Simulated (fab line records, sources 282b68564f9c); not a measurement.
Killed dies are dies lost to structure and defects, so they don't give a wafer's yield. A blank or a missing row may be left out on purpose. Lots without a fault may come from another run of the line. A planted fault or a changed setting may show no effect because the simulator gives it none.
Tool commonality check | flow rit_cmos | 15 lots, 45 wafers sampled

WHY IT WAS OPENED
At RIT_PRETRO_OVL_MEAS_06 the reading PRETRO_OVL is flagged on 3 of 15 lots. Wafers without a fault read 0.7 nm, standard deviation 1.5.
Rule: a lot is flagged when every wafer of it that has a number lies more than 4 standard deviations from that mean, or none has a number. The other lots count as sound.

lot  | measured    | on         | PRETRO_OVL (nm), wafer by wafer | flag
L374 | day 2 07:08 | overlay-02 | -1.9 -1.6 -2.0                  |
L375 | day 2 13:16 | overlay-01 | 2.5 2.4 1.9                     |
L378 | day 3 09:18 | overlay-02 | -1.2 -1.3 -0.2                  |
L379 | day 3 09:40 | overlay-02 | 2.4 1.1 1.3                     |
L380 | day 3 14:52 | overlay-01 | -0.8 0.0 2.5                    |
L382 | day 3 23:53 | overlay-02 | 0.9 -0.8 0.7                    |
L383 | day 4 05:23 | overlay-02 | 0.0 -0.8 -0.7                   |
L385 | day 4 15:50 | overlay-01 | 0.4 -0.5 0.0                    |
L387 | day 5 00:02 | overlay-01 | 2.8 0.9 1.1                     |
L388 | day 5 05:56 | overlay-01 | 1.2 1.9 1.6                     |
L389 | day 5 11:17 | overlay-02 | -146.0 -147.0 -146.8            | FLAGGED
L392 | day 6 00:52 | overlay-02 | -147.7 -148.9 -149.1            | FLAGGED
L393 | day 6 07:04 | overlay-01 | 2.6 1.2 0.4                     |
L395 | day 6 16:46 | overlay-02 | -149.1 -149.4 -149.7            | FLAGGED
L397 | day 7 01:47 | overlay-02 | 1.4 -2.7 -0.6                   |
The numbers of the flagged lots are -148.2 nm on average: -148.9 nm against the usual, or -99 or more standard deviations.

WHICH TOOL RAN EACH LOT
The record holds 1 process step before the reading, out of a route of 202 steps. In each cell: the tool, then ch and the chambers that the sampled wafers went through, then the start.
lot  | flag    | RIT_PRETRO_EXPOSE_03
L374 |         | iline_stepper-02 ch 0, day 2 06:44
L375 |         | iline_stepper-02 ch 0, day 2 12:50
L378 |         | iline_stepper-02 ch 0, day 3 08:53
L379 |         | iline_stepper-01 ch 0, day 3 09:15
L380 |         | iline_stepper-01 ch 0, day 3 14:28
L382 |         | iline_stepper-02 ch 0, day 3 23:27
L383 |         | iline_stepper-02 ch 0, day 4 04:56
L385 |         | iline_stepper-02 ch 0, day 4 15:23
L387 |         | iline_stepper-01 ch 0, day 4 23:38
L388 |         | iline_stepper-01 ch 0, day 5 05:31
L389 | FLAGGED | iline_stepper-02 ch 0, day 5 10:52
L392 | FLAGGED | iline_stepper-02 ch 0, day 6 00:26
L393 |         | iline_stepper-01 ch 0, day 6 06:38
L395 | FLAGGED | iline_stepper-02 ch 0, day 6 16:22
L397 |         | iline_stepper-01 ch 0, day 7 01:22
What these steps do:
- RIT_PRETRO_EXPOSE_03: exposes mask M5, target cd 43700 nm.
- RIT_PRETRO_OVL_MEAS_06

FLAGGED OVER TOTAL, TOOL BY TOOL (the gauges that took the reading come last)
step                   | tool             | lots run | flagged | share of the flagged lots | sound lots run after its first flagged lot
RIT_PRETRO_EXPOSE_03   | iline_stepper-01 | 6        | 0       | none                      | -
RIT_PRETRO_EXPOSE_03   | iline_stepper-02 | 9        | 3       | all                       | 0
RIT_PRETRO_OVL_MEAS_06 | overlay-01       | 6        | 0       | none                      | -
RIT_PRETRO_OVL_MEAS_06 | overlay-02       | 9        | 3       | all                       | 1 (L397)

WHAT THE TABLE ALLOWS
2 rows of the table ran every flagged lot: iline_stepper-02 at RIT_PRETRO_EXPOSE_03, overlay-02 at RIT_PRETRO_OVL_MEAS_06.
- iline_stepper-02 at RIT_PRETRO_EXPOSE_03: 3 of its 9 lots flagged. Its last sound lot is L385 (day 4 15:23), its first flagged lot L389 (day 5 10:52): a fault that began between those two fits.
- overlay-02 at RIT_PRETRO_OVL_MEAS_06: 3 of its 9 lots flagged. Sound lots ran on it after the first flagged one (L397), which a lasting fault on the whole tool wouldn't allow.
One tool is left: iline_stepper-02 at RIT_PRETRO_EXPOSE_03.

WHAT THE SIMULATOR HAD PUT IN
Scanner matching overlay: iline_stepper-02, from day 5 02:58 on, at RIT_PRETRO_EXPOSE_03. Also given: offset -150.
Lots struck among those shown: L389, L392, L395. The rule above found the same.
